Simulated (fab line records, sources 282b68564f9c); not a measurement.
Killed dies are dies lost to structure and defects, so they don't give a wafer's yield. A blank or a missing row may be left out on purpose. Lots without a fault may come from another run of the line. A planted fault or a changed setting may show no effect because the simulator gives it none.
fab line records | flow rit_cmos
record lots=13 wafers=39 last_day=7
route steps=202 shown M1@184
lots that met no fault: from a run of the same line without faults
start_h: hours from the record's first day to the start of the lot's first wafer shown | wait_h: hours since the lot's step before | " the same as in the row above | L1.1+2: a row that stands for several wafers | - no value, or no start given | * or withheld: withheld | < > ~ a bound
route shown NAME@n: a module of which the file shows steps, and the number in the route of the first | usual: mean/standard deviation of fault-free wafers | same: alike in all rows | chamber/n: place in a boat | sites: the reading at each site | _std_site: their standard deviation | _edge_site: outer sites' mean less inner sites' | radius_mm: how far each site lies from the wafer's centre | mask NAME#n: copy n | behind: the tool/chamber that last shaped the wafer | hold: why the lot was held/for how many hours/how that ended | device: the transistor (n, p or np) that didn't switch | end of line: the same wafers' tests at the end of the route | a step without rows: its recipe alone | killed: dies lost to structure and defects at the first sort, not the wafer's yield | map: a wafer's dies, x killed, . not, _ none there
set.NAME: the setting as run; set.NAME@STEP: as run at that earlier step | model.NAME: the simulator's own value behind a step, which no gauge read
steps of the route over a sample of lots; a table a step, a row a wafer
services: from which hour (start_h, from the record's first day; less than 0 if before it) a tool's chamber was out of use, for how many hours, and why
## steps
# step RIT_M1_SPUTTER_00
# recipe material=Al target_thk_nm=400 power_w=2000 chamber_pressure_pa=0.4 gas=Ar time_s=500 substrate_temp_c=25
# usual cathode_dc_power_W=2000.0/0.38 throttle_valve_pct=30.1/0.8
# columns lot.wafer tool chamber start_h wait_h cathode_dc_power_W throttle_valve_pct
L688.2 pvd_sputter-03 - 60.15 0.0 1999.3 30.2
L688.3 " - " " 1999.6 29.9
L688.5 " - " " 2000.5 30.4
L690.1 pvd_sputter-04 - 68.00 0.0 1999.8 28.7
L690.3 " - " " 2000.6 28.9
L690.5 " - " " 1999.6 30.5
L691.2 pvd_sputter-01 - 74.13 0.0 2000.3 29.9
L691.4 " - " " 2000.1 30.5
L691.5 " - " " 1999.8 31.0
L692.1 pvd_sputter-04 - 78.33 0.0 2000.2 29.1
L692.3 " - " " 2000.4 30.4
L692.6 " - " " 2000.1 28.3
L693.1 pvd_sputter-01 - 83.17 0.0 2000.4 30.6
L693.4 " - " " 1999.8 30.2
L693.6 " - " " 1999.9 30.3
L694.1 pvd_sputter-04 - 87.63 0.0 2000.4 28.9
L694.4 " - " " 1999.8 30.5
L694.6 " - " " 2000.1 30.6
L695.2 pvd_sputter-01 - 92.41 0.0 1999.6 31.1
L695.3 " - " " 2000.9 30.5
L695.5 " - " " 1999.4 29.9
L698.1 pvd_sputter-04 - 108.79 0.0 2000.8 30.6
L698.2 " - " " 2000.0 28.5
L698.6 " - " " 2000.0 28.8
L702.1 pvd_sputter-03 - 130.63 0.0 2001.0 30.2
L702.2 " - " " 1999.9 30.1
L702.5 " - " " 2000.1 31.0
L703.1 pvd_sputter-01 - 133.40 0.0 1999.9 30.4
L703.5 " - " " 2000.2 29.9
L703.6 " - " " 1999.6 30.4
L705.2 pvd_sputter-01 - 144.07 0.0 2000.6 30.9
L705.3 " - " " 1999.5 30.4
L705.4 " - " " 2000.1 30.2
L707.4 pvd_sputter-01 - 153.57 0.0 2000.0 30.0
L707.5 " - " " 2000.0 30.2
L707.6 " - " " 2000.0 31.1
L709.2 pvd_sputter-01 - 163.02 0.0 2000.4 31.3
L709.3 " - " " 1999.9 30.6
L709.5 " - " " 2000.1 30.8
# step RIT_M1_RS_MEAS_01
# recipe thk_meas_gauge=four-point-probe reads=Al_of_M1_SPUTTER_00
# usual M1_AL_RS=0.0737/0.00078
# columns lot.wafer tool chamber start_h wait_h M1_AL_RS[ohm/sq]
L688.2 film_metro-04 - 60.46 0.2 0.0727
L688.3 " - " " 0.0717
L688.5 " - " " 0.0727
L690.1 film_metro-04 - 68.29 0.1 0.0731
L690.3 " - " " 0.0730
L690.5 " - " " 0.0729
L691.2 film_metro-04 - 74.45 0.2 0.0741
L691.4 " - " " 0.0740
L691.5 " - " " 0.0737
L692.1 film_metro-02 - 78.63 0.1 0.0729
L692.3 " - " " 0.0726
L692.6 " - " " 0.0731
L693.1 film_metro-03 - 83.47 0.1 0.0739
L693.4 " - " " 0.0739
L693.6 " - " " 0.0742
L694.1 film_metro-03 - 87.92 0.1 0.0729
L694.4 " - " " 0.0730
L694.6 " - " " 0.0728
L695.2 film_metro-04 - 92.72 0.2 0.0735
L695.3 " - " " 0.0736
L695.5 " - " " 0.0735
L698.1 film_metro-02 - 109.09 0.2 0.0814
L698.2 " - " " 0.0807
L698.6 " - " " 0.0798
L702.1 film_metro-04 - 130.92 0.1 0.0736
L702.2 " - " " 0.0736
L702.5 " - " " 0.0734
L703.1 film_metro-03 - 133.70 0.1 0.0736
L703.5 " - " " 0.0738
L703.6 " - " " 0.0737
L705.2 film_metro-02 - 144.38 0.2 0.0726
L705.3 " - " " 0.0733
L705.4 " - " " 0.0731
L707.4 film_metro-03 - 153.93 0.2 0.0739
L707.5 " - " " 0.0742
L707.6 " - " " 0.0731
L709.2 film_metro-04 - 163.34 0.2 0.0734
L709.3 " - " " 0.0742
L709.5 " - " " 0.0734
# step RIT_M1_THK_MEAS_02
# recipe thk_meas_gauge=xrf reads=Al_of_M1_SPUTTER_00
# usual M1_AL_THK=394/5
# columns lot.wafer tool chamber start_h wait_h M1_AL_THK[nm]
L688.2 film_metro-04 - 60.57 0.1 399
L688.3 " - " " 406
L688.5 " - " " 401
L690.1 film_metro-04 - 68.41 0.1 400
L690.3 " - " " 401
L690.5 " - " " 399
L691.2 film_metro-04 - 74.56 0.1 394
L691.4 " - " " 395
L691.5 " - " " 395
L692.1 film_metro-02 - 78.75 0.1 397
L692.3 " - " " 396
L692.6 " - " " 395
L693.1 film_metro-03 - 83.59 0.1 395
L693.4 " - " " 395
L693.6 " - " " 391
L694.1 film_metro-03 - 88.04 0.1 399
L694.4 " - " " 400
L694.6 " - " " 402
L695.2 film_metro-04 - 92.83 0.1 397
L695.3 " - " " 396
L695.5 " - " " 397
L698.1 film_metro-02 - 109.21 0.1 356
L698.2 " - " " 357
L698.6 " - " " 363
L702.1 film_metro-04 - 131.04 0.1 398
L702.2 " - " " 397
L702.5 " - " " 399
L703.1 film_metro-03 - 133.82 0.1 396
L703.5 " - " " 392
L703.6 " - " " 394
L705.2 film_metro-02 - 144.49 0.1 393
L705.3 " - " " 389
L705.4 " - " " 392
L707.4 film_metro-03 - 154.02 0.1 395
L707.5 " - " " 395
L707.6 " - " " 397
L709.2 film_metro-04 - 163.45 0.1 393
L709.3 " - " " 392
L709.5 " - " " 395
# step RIT_M1_METAL_ETCH_12
# recipe stop_on=SiO2 chemistry=Cl2/BCl3 target=Al time_s=165 over_etch_frac=0.5 pressure_mtorr=100 target_depth_a=6000 rf_w=250 Cl2_flow_sccm=60 bcl3_flow_sccm=50
# usual drypump_motor_current_A=5.5/0.54 oes_product_au=0.777/0.011 rf_fwd_power_W=248.8/0.79 throttle_valve_pct=8.27/0.046
# columns lot.wafer tool chamber start_h wait_h drypump_motor_current_A oes_product_au rf_fwd_power_W rf_hours_counter_h throttle_valve_pct
L688.2 rie_metal-03 0 61.91 0.2 5.1 0.777 248.9 38 8.34
L688.3 " 0 " " 5.1 0.782 249.8 - 8.34
L688.5 " 1 " " 5.9 0.786 248.8 - 8.20
L690.1 rie_metal-04 0 69.76 0.2 5.2 0.771 249.2 2 8.26
L690.3 " 0 " " 5.2 0.780 247.4 - 8.26
L690.5 " 1 " " 6.4 0.796 250.2 - 8.24
L691.2 rie_metal-03 1 76.08 0.2 5.9 0.784 248.5 34 8.18
L691.4 " 0 " " 5.0 0.770 250.0 - 8.34
L691.5 " 0 " " 5.1 0.768 250.2 - 8.34
L692.1 rie_metal-02 1 80.09 0.2 5.7 0.778 249.9 4 8.29
L692.3 " 0 " " 4.8 0.783 248.3 - 8.31
L692.6 " 0 " " 4.8 0.770 248.2 - 8.31
L693.1 rie_metal-04 0 86.47 0.2 5.2 0.769 248.9 3 8.25
L693.4 " 1 " " 6.4 0.795 249.7 - 8.23
L693.6 " 0 " " 5.2 0.761 248.0 - 8.25
L694.1 rie_metal-03 1 89.39 0.2 5.9 0.792 249.6 34 8.18
L694.4 " 0 " " 5.1 0.776 250.6 - 8.32
L694.6 " 1 " " 5.9 0.785 248.6 - 8.17
L695.2 rie_metal-02 1 94.22 0.2 5.7 0.776 247.8 - 8.31
L695.3 " 1 " " 5.7 0.775 248.4 - 8.27
L695.5 " 1 " " 5.7 0.774 248.0 - 8.28
L698.1 rie_metal-02 0 110.68 0.2 4.8 0.730 249.5 4 8.31
L698.2 " 1 " " 5.7 0.745 248.7 5 8.30
L698.6 " 1 " " 5.7 0.755 248.4 - 8.30
L702.1 rie_metal-04 0 132.66 0.2 5.2 0.762 249.2 3 8.26
L702.2 " 1 " " 6.4 0.792 248.0 3 8.22
L702.5 " 1 " " 6.4 0.787 249.1 - 8.25
L703.1 rie_metal-03 1 135.36 0.2 5.9 0.787 249.5 35 8.18
L703.5 " 0 " " 5.1 0.768 248.4 - 8.32
L703.6 " 1 " " 5.9 0.787 249.4 - 8.19
L705.2 rie_metal-04 1 145.83 0.2 6.4 0.802 250.3 3 8.24
L705.3 " 0 " " 5.3 0.768 248.4 - 8.27
L705.4 " 1 " " 6.4 0.791 248.9 - 8.24
L707.4 rie_metal-04 1 155.51 0.1 6.4 0.786 249.4 - 8.24
L707.5 " 1 " " 6.4 0.790 249.1 - 8.25
L707.6 " 0 " " 5.3 0.767 247.8 - 8.26
L709.2 rie_metal-02 1 164.78 0.2 5.7 0.786 248.9 6 8.29
L709.3 " 0 " " 4.8 0.772 247.6 - 8.31
L709.5 " 0 " " 4.8 0.775 248.0 - 8.30
# step RIT_M1_PROBE_99
# usual killed_at_contacts=0.1/0.27 killed_at_front_end=6.6/3 killed_dies=7/3 killed_open=3.3/2 killed_short=3.4/2
# same gross_dies=264 killed_at_M0_to_M3=0 killed_at_M4_up=0 killed_at_back_side=0 killed_at_other=0
# columns lot.wafer tool chamber start_h wait_h killed_at_contacts killed_at_front_end killed_dies killed_open killed_short
L688.2 prober-01 - 64.23 0.1 0 3 3 2 1
L688.3 prober-01 - 64.28 0.2 0 5 5 4 1
L688.5 prober-01 - 64.38 0.2 0 6 6 4 2
L690.1 prober-01 - 72.61 0.1 1 2 3 1 2
L690.3 prober-01 - 72.71 0.2 0 15 15 4 11
L690.5 prober-01 - 72.81 0.2 0 1 1 1 0
L691.2 prober-01 - 78.52 0.1 0 6 6 5 1
L691.4 prober-01 - 78.62 0.2 0 10 10 5 5
L691.5 prober-01 - 78.67 0.2 0 10 10 8 2
L692.1 prober-01 - 82.40 0.1 0 7 7 5 2
L692.3 prober-01 - 82.50 0.2 0 14 14 8 6
L692.6 prober-01 - 82.65 0.2 1 5 6 3 3
L693.1 prober-01 - 88.78 0.1 0 3 3 1 2
L693.4 prober-01 - 88.93 0.2 0 5 5 2 3
L693.6 prober-01 - 89.03 0.2 0 1 1 0 1
L694.1 prober-02 - 91.66 0.1 0 6 6 3 3
L694.4 prober-02 - 91.81 0.2 0 3 3 1 2
L694.6 prober-02 - 91.91 0.2 0 6 6 3 3
L695.2 prober-01 - 96.65 0.1 0 7 7 2 5
L695.3 prober-01 - 96.70 0.2 1 6 7 4 3
L695.5 prober-01 - 96.80 0.2 0 3 3 2 1
L698.1 prober-02 - 112.97 0.1 0 11 11 7 4
L698.2 prober-02 - 113.02 0.1 0 7 7 2 5
L698.6 prober-02 - 113.22 0.2 0 10 10 6 3
L702.1 prober-01 - 134.92 0.1 1 6 7 2 5
L702.2 prober-01 - 134.97 0.1 0 1 1 1 0
L702.5 prober-01 - 135.12 0.2 0 7 7 1 6
L703.1 prober-02 - 137.61 0.1 0 5 5 2 3
L703.5 prober-02 - 137.81 0.2 0 5 5 2 3
L703.6 prober-02 - 137.86 0.2 1 10 11 5 6
L705.2 prober-02 - 148.13 0.1 0 10 10 2 8
L705.3 prober-02 - 148.18 0.2 0 8 8 5 3
L705.4 prober-02 - 148.23 0.2 0 10 10 2 8
L707.4 prober-02 - 157.87 0.2 0 3 3 3 0
L707.5 prober-02 - 157.92 0.2 0 7 7 4 3
L707.6 prober-02 - 157.97 0.2 0 5 5 4 1
L709.2 prober-01 - 167.08 0.1 0 4 4 0 4
L709.3 prober-01 - 167.13 0.2 0 5 5 2 3
L709.5 prober-01 - 167.23 0.2 0 6 6 5 1
# killed by level:class
L688.2 GATE:geometric_particle:open=1 REOX:geometric_particle:open=1 SILICIDE:geometric_particle:short=1
L688.3 FOX2:geometric_particle:open=1 GATE:geometric_particle:open=1 REOX:geometric_particle:open=1 SILICIDE:geometric_particle:short=1 SILICIDE:geometric_particle:open=1
L688.5 FOX1:geometric_particle:open=2 FOX1:geometric_particle:short=2 REOX:geometric_particle:open=1 SPACER:geometric_particle:open=1
L690.1 GATE:geometric_particle:open=1 GATE:geometric_particle:short=1 CONTACT:geometric_particle:short=1
L690.3 SILICIDE:geometric_particle:short=4 SPACER:geometric_particle:short=3 FOX1:geometric_particle:short=2 GATE:geometric_particle:short=2 SILICIDE:geometric_particle:open=2 GATE:geometric_particle:open=1 SPACER:geometric_particle:open=1
L690.5 SPACER:geometric_particle:open=1
L691.2 REOX:geometric_particle:open=2 SPACER:geometric_particle:open=2 GATE:geometric_particle:open=1 REOX:geometric_particle:short=1
L691.4 FOX2:geometric_particle:short=2 REOX:geometric_particle:open=2 FOX1:geometric_particle:open=1 FOX1:geometric_particle:short=1 FOX2:geometric_particle:open=1 GATE:geometric_particle:short=1 REOX:geometric_particle:short=1 SPACER:geometric_particle:open=1
L691.5 SPACER:geometric_particle:open=3 GATE:geometric_particle:open=2 SPACER:geometric_particle:short=2 SILICIDE:geometric_particle:open=2 FOX1:geometric_particle:open=1
L692.1 FOX1:geometric_particle:short=1 FOX1:geometric_particle:open=1 GATE:geometric_particle:short=1 GATE:geometric_particle:open=1 REOX:geometric_particle:open=1 SPACER:geometric_particle:open=1 SILICIDE:geometric_particle:open=1
L692.3 GATE:geometric_particle:short=3 GATE:geometric_particle:open=2 REOX:geometric_particle:open=2 ACTIVE:geometric_particle:open=1 FOX1:geometric_particle:short=1 FOX1:geometric_particle:open=1 REOX:geometric_particle:short=1 SPACER:geometric_particle:short=1
L692.6 GATE:geometric_particle:short=2 SILICIDE:geometric_particle:open=2 GATE:geometric_particle:open=1 CONTACT:geometric_particle:short=1
L693.1 GATE:geometric_particle:open=1 REOX:geometric_particle:short=1 SILICIDE:geometric_particle:short=1
L693.4 GATE:geometric_particle:short=3 GATE:geometric_particle:open=1 REOX:geometric_particle:open=1
L693.6 GATE:geometric_particle:short=1
L694.1 GATE:geometric_particle:open=2 REOX:geometric_particle:short=2 FOX2:geometric_particle:open=1 SPACER:geometric_particle:short=1
L694.4 FOX2:geometric_particle:short=1 GATE:geometric_particle:short=1 SILICIDE:geometric_particle:open=1
L694.6 GATE:geometric_particle:short=3 FOX2:geometric_particle:open=1 GATE:geometric_particle:open=1 REOX:geometric_particle:open=1
L695.2 GATE:geometric_particle:short=3 GATE:geometric_particle:open=1 SPACER:geometric_particle:short=1 SPACER:geometric_particle:open=1 SILICIDE:geometric_particle:short=1
L695.3 SPACER:geometric_particle:open=2 FOX1:geometric_particle:short=1 CONTACT:geometric_particle:open=1 REOX:geometric_particle:short=1 SILICIDE:geometric_particle:short=1 SILICIDE:geometric_particle:open=1
L695.5 FOX2:geometric_particle:open=1 GATE:geometric_particle:open=1 SILICIDE:geometric_particle:short=1
L698.1 GATE:geometric_particle:open=3 FOX2:geometric_particle:open=2 GATE:geometric_particle:short=2 FOX1:geometric_particle:short=1 REOX:geometric_particle:open=1 SPACER:geometric_particle:open=1 SPACER:geometric_particle:short=1
L698.2 SPACER:geometric_particle:short=2 FOX2:geometric_particle:short=1 GATE:geometric_particle:short=1 GATE:geometric_particle:open=1 SPACER:geometric_particle:open=1 SILICIDE:geometric_particle:short=1
L698.6 FOX1:geometric_particle:open=2 GATE:geometric_particle:open=2 GATE:geometric_particle:short=1 REOX:geometric_particle:open=1 REOX:geometric_particle:short=1 SPACER:geometric_particle:short=1 SPACER:geometric_particle:open=1 NWELL:coat_microbubble_printed=1
L702.1 FOX1:geometric_particle:short=2 FOX1:geometric_particle:open=1 GATE:geometric_particle:open=1 GATE:geometric_particle:short=1 SPACER:geometric_particle:short=1 CONTACT:geometric_particle:short=1
L702.2 REOX:geometric_particle:open=1
L702.5 FOX2:geometric_particle:short=2 GATE:geometric_particle:short=2 FOX1:geometric_particle:open=1 REOX:geometric_particle:short=1 SPACER:geometric_particle:short=1
L703.1 FOX1:geometric_particle:short=1 GATE:geometric_particle:short=1 SPACER:geometric_particle:open=1 SILICIDE:geometric_particle:short=1 SILICIDE:geometric_particle:open=1
L703.5 FOX1:geometric_particle:short=1 GATE:geometric_particle:short=1 REOX:geometric_particle:short=1 SPACER:geometric_particle:open=1 SILICIDE:geometric_particle:open=1
L703.6 REOX:geometric_particle:short=3 FOX1:geometric_particle:open=2 FOX1:geometric_particle:short=1 GATE:geometric_particle:open=1 GATE:geometric_particle:short=1 REOX:geometric_particle:open=1 SILICIDE:geometric_particle:short=1 CONTACT:geometric_particle:open=1
L705.2 SILICIDE:geometric_particle:short=3 SPACER:geometric_particle:short=2 FOX1:geometric_particle:short=1 FOX2:geometric_particle:short=1 FOX2:geometric_particle:open=1 GATE:geometric_particle:open=1 GATE:geometric_particle:short=1
L705.3 FOX2:geometric_particle:open=2 GATE:geometric_particle:short=2 FOX2:geometric_particle:short=1 GATE:geometric_particle:open=1 REOX:geometric_particle:open=1 SILICIDE:geometric_particle:open=1
L705.4 FOX1:geometric_particle:open=2 FOX2:geometric_particle:short=2 GATE:geometric_particle:short=2 SILICIDE:geometric_particle:short=2 SPACER:geometric_particle:short=1 REOX:geometric_particle:short=1
L707.4 GATE:geometric_particle:open=2 REOX:geometric_particle:open=1
L707.5 FOX2:geometric_particle:short=2 REOX:geometric_particle:open=2 FOX2:geometric_particle:open=1 GATE:geometric_particle:open=1 GATE:geometric_particle:short=1
L707.6 FOX1:geometric_particle:short=1 FOX1:geometric_particle:open=1 GATE:geometric_particle:open=1 REOX:geometric_particle:open=1 SPACER:geometric_particle:open=1
L709.2 SPACER:geometric_particle:short=2 GATE:geometric_particle:short=1 SILICIDE:geometric_particle:short=1
L709.3 GATE:geometric_particle:short=2 GATE:geometric_particle:open=1 REOX:geometric_particle:open=1 SPACER:geometric_particle:short=1
L709.5 SPACER:geometric_particle:open=2 FOX1:geometric_particle:open=1 FOX2:geometric_particle:open=1 GATE:geometric_particle:open=1 GATE:geometric_particle:short=1
## services
# columns tool chamber start_h hours kind
rie_metal-02 0 92.16 5.9 repair
rie_metal-03 - 136.12 20.0 pm
rie_metal-03 0 136.12 20.0 vent_cycle
rie_metal-03 1 136.12 20.0 vent_cycle
pvd_sputter-04 - 139.98 4.9 repair
rie_metal-03 0 156.12 - clean
rie_metal-03 1 156.12 - clean
pvd_sputter-03 - 161.65 2.2 repair
## key
first_sign step=RIT_M1_RS_MEAS_01 reading=M1_AL_RS direction=up sigmas=8.8 usual=0.0737 struck=0.0806
effect step=RIT_M1_THK_MEAS_02 reading=M1_AL_THK direction=down sigmas=7.1 usual=394 struck=359
effect step=RIT_M1_METAL_ETCH_12 reading=oes_product_au direction=down sigmas=3.2 usual=0.777 struck=0.743
met_at RIT_M1_SPUTTER_00
struck_lots L698
tester_left_out L698
onset_between 87.63 108.79
earlier_fault kind=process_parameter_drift tool=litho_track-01 chamber=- onset_h=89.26 steps=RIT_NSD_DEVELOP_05 channel=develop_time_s offset=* shape=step end_h=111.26 acts_in=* stated=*
fault kind=process_parameter_drift tool=pvd_sputter-04 chamber=- onset_h=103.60 steps=RIT_M1_SPUTTER_00 channel=time_s offset=* shape=step acts_in=* stated=*
# tester_left_out: of these lots the tester's yield and bins aren't shown, on N5 and GAA mostly nor the transistor test; their killed dies are dies lost to structure and defects alone, not to doping, threshold or leakage, so they don't give the yield
